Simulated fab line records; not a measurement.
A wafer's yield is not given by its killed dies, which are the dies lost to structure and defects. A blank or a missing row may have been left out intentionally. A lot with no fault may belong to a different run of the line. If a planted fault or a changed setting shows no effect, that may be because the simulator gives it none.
Split-lot trial + flow rit-cmos + route with 202 steps; 5 lots, 23 wafers read

THE SPLIT ITSELF
At RIT_PWELL_IMPLANT_08, the setting energy-kev was moved away from the recipe's 170 on 9 of the 23 wafers read, by -6.0% to +5.4%. This setting was run at the recipe's value on the other wafers.

The split's own step is where the reading is taken.

THE READING
The simulator's own value implant.drp-nm, read by no gauge, in nm at RIT_PWELL_IMPLANT_08. There is no usual value for it anywhere in the file.

| wafer  | tool, chamber at the split | energy-kev as run | against the recipe | implant.drp-nm, nm | against lot-mates on the recipe |
|--------|----------------------------|-------------------|--------------------|--------------------|---------------------------------|
| L075.1 | implanter-04, 0            | 179.1             | +5.4%              | 104.3              | +1.4                            |
| L075.3 | implanter-04, 0            | 179.1             | +5.4%              | 104.3              | +1.4                            |
| L075.5 | implanter-04, 0            | 179.1             | +5.4%              | 104.3              | +1.4                            |
| L075.2 | implanter-04, 0            | 170               | recipe             | 102.9              | -                               |
| L075.6 | implanter-04, 0            | 170               | recipe             | 102.9              | -                               |
| L078.1 | implanter-01, 0            | 159.8             | -6.0%              | 100.6              | -2.3                            |
| L078.2 | implanter-01, 0            | 159.8             | -6.0%              | 100.6              | -2.3                            |
| L078.6 | implanter-01, 0            | 159.8             | -6.0%              | 100.6              | -2.3                            |
| L078.4 | implanter-01, 0            | 170               | recipe             | 102.9              | -                               |
| L078.5 | implanter-01, 0            | 170               | recipe             | 102.9              | -                               |
| L081.2 | implanter-04, 0            | 177.3             | +4.3%              | 104                | +1.1                            |
| L081.4 | implanter-04, 0            | 177.3             | +4.3%              | 104                | +1.1                            |
| L081.6 | implanter-04, 0            | 177.3             | +4.3%              | 104                | +1.1                            |
| L081.3 | implanter-04, 0            | 170               | recipe             | 102.9              | -                               |
| L081.5 | implanter-04, 0            | 170               | recipe             | 102.9              | -                               |
| L084.2 | implanter-02, 0            | 170               | recipe             | 102.9              | -                               |
| L084.3 | implanter-02, 0            | 170               | recipe             | 102.9              | -                               |
| L084.5 | implanter-02, 0            | 170               | recipe             | 102.9              | -                               |
| L085.1 | implanter-02, 0            | 170               | recipe             | 102.9              | -                               |
| L085.2 | implanter-02, 0            | 170               | recipe             | 102.9              | -                               |
| L085.3 | implanter-02, 0            | 170               | recipe             | 102.9              | -                               |
| L085.5 | implanter-02, 0            | 170               | recipe             | 102.9              | -                               |
| L085.6 | implanter-02, 0            | 170               | recipe             | 102.9              | -                               |

THE FIT
A straight line over all 23 wafers: implant.drp-nm changes by +0.319 nm for each +1% of energy-kev; r = +0.99; the points scatter about the line by 0.17 nm.
The same after taking each lot's own level away (the mean of its wafers on the recipe; 23 wafers): +0.319 nm for each +1%; r = +0.99; scatter 0.17 nm.
On that fit, the largest move of energy-kev shifts the reading by 1.9 nm.
The lots' own levels span 102.90 to 102.90 nm.
The two slopes are in agreement: the lot-to-lot level therefore moves the slope only a little.
Check: for one of the wafers moved furthest among these (-6.0%), held out of the fit, the line's prediction against its lot-mates is -1.97 nm. It came out at -2.3 nm against them.

THESE WAFERS: OTHER SPLITS
Note: prior to the reading, these wafers also went through further splits. Each is held against what the fit with the lots' levels taken away leaves over:
| other split on the same wafers | wafers away from the commonest value | r with implant.drp-nm (lot level and that fit taken away) |
|--------------------------------|--------------------------------------|-----------------------------------------------------------|
| RIT_ACTIVE_COAT_06 spin-rpm    | 3                                    | -0.19                                                     |
| RIT_ACTIVE_SOFTBAKE_07 temp-c  | 8                                    | -0.16                                                     |
| RIT_FOX1_OXIDATION_00 temp-c   | 10                                   | +0.10                                                     |
| RIT_PWELL_SOFTBAKE_02 temp-c   | 9                                    | -0.24                                                     |

THE WHOLE CHAIN: every reading that the file lists as answering this split, in the file's order
| step                 | what it does | reading                                                         | change (the file's fit)               | r (the file's) |
|----------------------|--------------|-----------------------------------------------------------------|---------------------------------------|----------------|
| RIT_PWELL_IMPLANT_08 |              | implant.rp-nm (the simulator's own value, which no gauge read)  | +3.69 nm for each +1% of the setting  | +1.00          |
| RIT_PWELL_IMPLANT_08 |              | implant.drp-nm (the simulator's own value, which no gauge read) | +0.319 nm for each +1% of the setting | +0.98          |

FILE'S OWN FIT
implant.drp-nm changes by +0.319 nm for each +1% of energy-kev, r = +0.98.
